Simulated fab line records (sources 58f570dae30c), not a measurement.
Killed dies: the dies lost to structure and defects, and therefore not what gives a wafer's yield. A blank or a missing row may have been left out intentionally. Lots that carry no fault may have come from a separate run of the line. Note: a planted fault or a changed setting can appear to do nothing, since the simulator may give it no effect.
The tool behind it: which one? ; flow berkeleyCmos170 ; 13 lots, 39 wafers sampled, at 2 steps of a route of 331

WHAT THE GAUGES READ, wafer by wafer
UCB170_V2_THK_MEAS_01.
lot;measured;on;V2_TEOS_THK (nm)
L668;day 9 03:53;filmMetro-04;2046 2028 2040
L667;day 9 05:32;filmMetro-03;1957 2026 1998
L669;day 9 06:47;filmMetro-02;1960 2002 2013
L666;day 9 07:14;filmMetro-04;1997 2044 2034
L670;day 10 01:58;filmMetro-03;1977 1981 2004
L671;day 10 03:47;filmMetro-04;1989 2038 2026
L672;day 10 06:48;filmMetro-02;2014 1971 2016
L673;day 10 18:46;filmMetro-02;2018 2012 2042
L675;day 11 04:53;filmMetro-02;1972 1965 1975
L681;day 12 11:04;filmMetro-03;1987 1978 2020
L683;day 13 05:11;filmMetro-04;2174 1963 1977
L689;day 13 16:25;filmMetro-04;1979 2008 2015
L688;day 14 05:52;filmMetro-04;2044 2006 2058

TOOL THAT RAN EACH LOT (tool first, then ch and the chambers of the sampled wafers, then the start)
lot;UCB170_V2_CVD_00
L668;pecvd-01 ch 1,2, day 9 03:43
L667;pecvd-02 ch 0,1,2, day 9 05:22
L669;pecvd-04 ch 0,1,2, day 9 06:37
L666;pecvd-01 ch 0,1, day 9 07:04
L670;pecvd-04 ch 1,2, day 10 01:48
L671;pecvd-01 ch 1,2, day 10 03:38
L672;pecvd-02 ch 0,2, day 10 06:39
L673;pecvd-04 ch 0,1,2, day 10 18:37
L675;pecvd-04 ch 0,1,2, day 11 04:44
L681;pecvd-04 ch 0,2, day 12 10:54
L683;pecvd-02 ch 0,2, day 13 05:02
L689;pecvd-01 ch 0,1,2, day 13 16:15
L688;pecvd-01 ch 0,1,2, day 14 05:45
- UCB170_V2_CVD_00: deposits SiO2 from TEOS/O2, target thk 2000 nm, time 250 s.

WHAT THE TOOLS THEMSELVES READ (means of the sampled wafers that have a number; where no wafer has one, the mark that the record gives instead)
UCB170_V2_CVD_00.
lot;tool;heaterPowerW (W);rfFwdPowerW (W)
L668;pecvd-01;167;547.1
L667;pecvd-02;202;550.2
L669;pecvd-04;269;548.2
L666;pecvd-01;228;549.1
L670;pecvd-04;293;550.2
L671;pecvd-01;195;547.5
L672;pecvd-02;231;549.4
L673;pecvd-04;320;550.4
L675;pecvd-04;296;548.9
L681;pecvd-04;289;547.6
L683;pecvd-02;178;623.2
L689;pecvd-01;265;547.6
L688;pecvd-01;214;548.9

THE ANSWER, worked out from the rows above alone
Rule: the lots themselves supply what counts as usual. The widest of any qualifying gaps counts: lots, ordered by their means at a reading, are off when they make up no more than a third of the lots, leave a main group of 4 or more, and stand apart from it by 3 or more times the standard deviation of that group's means. If all means in a main group match to the digits the tables above print for the reading, that group is not used. Also off: a lot with no number at a reading for which 4 or more lots have one. The other lots that the step has rows for count as sound. The gauges are gone through in route order, then the tools' own readings, and for those a lot's mean is taken as printed above. The first step at which some lot is off is used, and at that step the reading that is off furthest; a lot without a number counts as furthest.
Off, at UCB170_V2_CVD_00 on rfFwdPowerW: L683. For the main group the mean is 548.8 W and the standard deviation 1.1.
A tool fits if, at that step or a process step before it, it ran every lot that is off, and no sound lot after the first of them. One fits: UCB170_V2_CVD_00 on pecvd-02. Its last sound lot is L672 (day 10 06:39), its first lot that is off L683 (day 13 05:02): a fault that began between those two fits.
On the lots that are off, the tool's own readings at UCB170_V2_CVD_00 differ by more than 5 times the standard deviation of the sound lots' means, which bears it out; rfFwdPowerW reads 623.2 W there versus 548.8 W on the sound lots.

WHAT WAS PUT IN BY THE SIMULATOR
pecvd-02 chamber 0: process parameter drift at UCB170_V2_CVD_00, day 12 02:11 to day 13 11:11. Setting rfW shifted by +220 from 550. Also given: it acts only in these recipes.
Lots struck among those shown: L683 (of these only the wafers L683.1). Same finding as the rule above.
